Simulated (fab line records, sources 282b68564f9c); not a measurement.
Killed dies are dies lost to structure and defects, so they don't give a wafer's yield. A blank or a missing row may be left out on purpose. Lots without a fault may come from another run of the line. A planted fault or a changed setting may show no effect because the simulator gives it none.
Tool commonality check | flow rit_cmos | 13 lots, 42 wafers sampled

WHY IT WAS OPENED
At RIT_GATE_THK_MEAS_09 the reading GATE_POLY_THK is flagged on 1 of 13 lots. Wafers without a fault read 244.1 nm, standard deviation 2.4.
Rule: a lot is flagged when every wafer of it that has a number lies more than 4 standard deviations from that mean, or none has a number. The other lots count as sound.

lot  | measured    | on            | GATE_POLY_THK (nm), wafer by wafer  | flag
L658 | day 2 13:28 | film_metro-02 | 241.0 242.3 240.7                   |
L659 | day 2 18:38 | film_metro-03 | 246.6 248.9 248.5                   |
L660 | day 3 01:13 | film_metro-03 | 247.8 246.5 248.0                   |
L662 | day 3 13:38 | film_metro-03 | 242.1 243.7 241.7                   |
L663 | day 3 15:03 | film_metro-01 | 267.7 267.4 264.2 267.2 267.5 264.2 | FLAGGED
L671 | day 5 08:35 | film_metro-01 | 242.1 240.1 241.6                   |
L674 | day 5 22:13 | film_metro-01 | 243.6 244.0 243.7                   |
L676 | day 6 11:10 | film_metro-03 | 242.1 241.4 242.9                   |
L677 | day 6 16:33 | film_metro-02 | 240.9 242.5 243.3                   |
L678 | day 6 21:15 | film_metro-02 | 243.4 242.7 243.6                   |
L679 | day 7 02:40 | film_metro-01 | 246.1 244.8 245.1                   |
L680 | day 7 06:24 | film_metro-01 | 243.6 243.3 243.6                   |
L681 | day 7 16:18 | film_metro-03 | 241.9 241.3 241.4                   |
The numbers of the flagged lots are 266.4 nm on average: +22.3 nm against the usual, or +9 standard deviations.

WHICH TOOL RAN EACH LOT
The record holds 1 process step before the reading, out of a route of 202 steps. In each cell: the tool, then ch and the chambers that the sampled wafers went through, then the start.
lot  | flag    | RIT_GATE_CVD_08
L658 |         | lpcvd-02 ch 0, day 2 11:50
L659 |         | lpcvd-01 ch 0, day 2 16:59
L660 |         | lpcvd-01 ch 0, day 2 23:35
L662 |         | lpcvd-02 ch 0, day 3 12:01
L663 | FLAGGED | lpcvd-01 ch 0, day 3 13:26
L671 |         | lpcvd-02 ch 0, day 5 06:59
L674 |         | lpcvd-02 ch 1, day 5 20:35
L676 |         | lpcvd-01 ch 0, day 6 09:33
L677 |         | lpcvd-02 ch 1, day 6 14:07
L678 |         | lpcvd-02 ch 0, day 6 19:38
L679 |         | lpcvd-01 ch 1, day 7 01:03
L680 |         | lpcvd-02 ch 0, day 7 04:47
L681 |         | lpcvd-01 ch 1, day 7 14:41
What these steps do:
- RIT_GATE_CVD_08: deposits poly-Si from SiH4, target thk 250 nm, time 2220 s.
- RIT_GATE_THK_MEAS_09

FLAGGED OVER TOTAL, TOOL BY TOOL (the gauges that took the reading come last)
step                 | tool          | lots run | flagged | share of the flagged lots | sound lots run after its first flagged lot
RIT_GATE_CVD_08      | lpcvd-01      | 6        | 1       | all                       | 3 (L676,L679,L681)
RIT_GATE_CVD_08      | lpcvd-02      | 7        | 0       | none                      | -
RIT_GATE_THK_MEAS_09 | film_metro-01 | 5        | 1       | all                       | 4 (L671,L674,L679,L680)
RIT_GATE_THK_MEAS_09 | film_metro-02 | 3        | 0       | none                      | -
RIT_GATE_THK_MEAS_09 | film_metro-03 | 5        | 0       | none                      | -

WHAT THE TABLE ALLOWS
2 rows of the table ran every flagged lot: lpcvd-01 at RIT_GATE_CVD_08, film_metro-01 at RIT_GATE_THK_MEAS_09.
- lpcvd-01 at RIT_GATE_CVD_08: 1 of its 6 lots flagged. Sound lots ran on it after the first flagged one (L676, L679, L681), which a lasting fault on the whole tool wouldn't allow. Its own readings lie more than 4 standard deviations out on every wafer of the flagged lots: pressure_mtorr.
- film_metro-01 at RIT_GATE_THK_MEAS_09: 1 of its 5 lots flagged. Sound lots ran on it after the first flagged one (L671, L674, L679, L680), which a lasting fault on the whole tool wouldn't allow.
No row of the table ran every flagged lot and no sound lot after the first.

WHAT THE SIMULATOR HAD PUT IN
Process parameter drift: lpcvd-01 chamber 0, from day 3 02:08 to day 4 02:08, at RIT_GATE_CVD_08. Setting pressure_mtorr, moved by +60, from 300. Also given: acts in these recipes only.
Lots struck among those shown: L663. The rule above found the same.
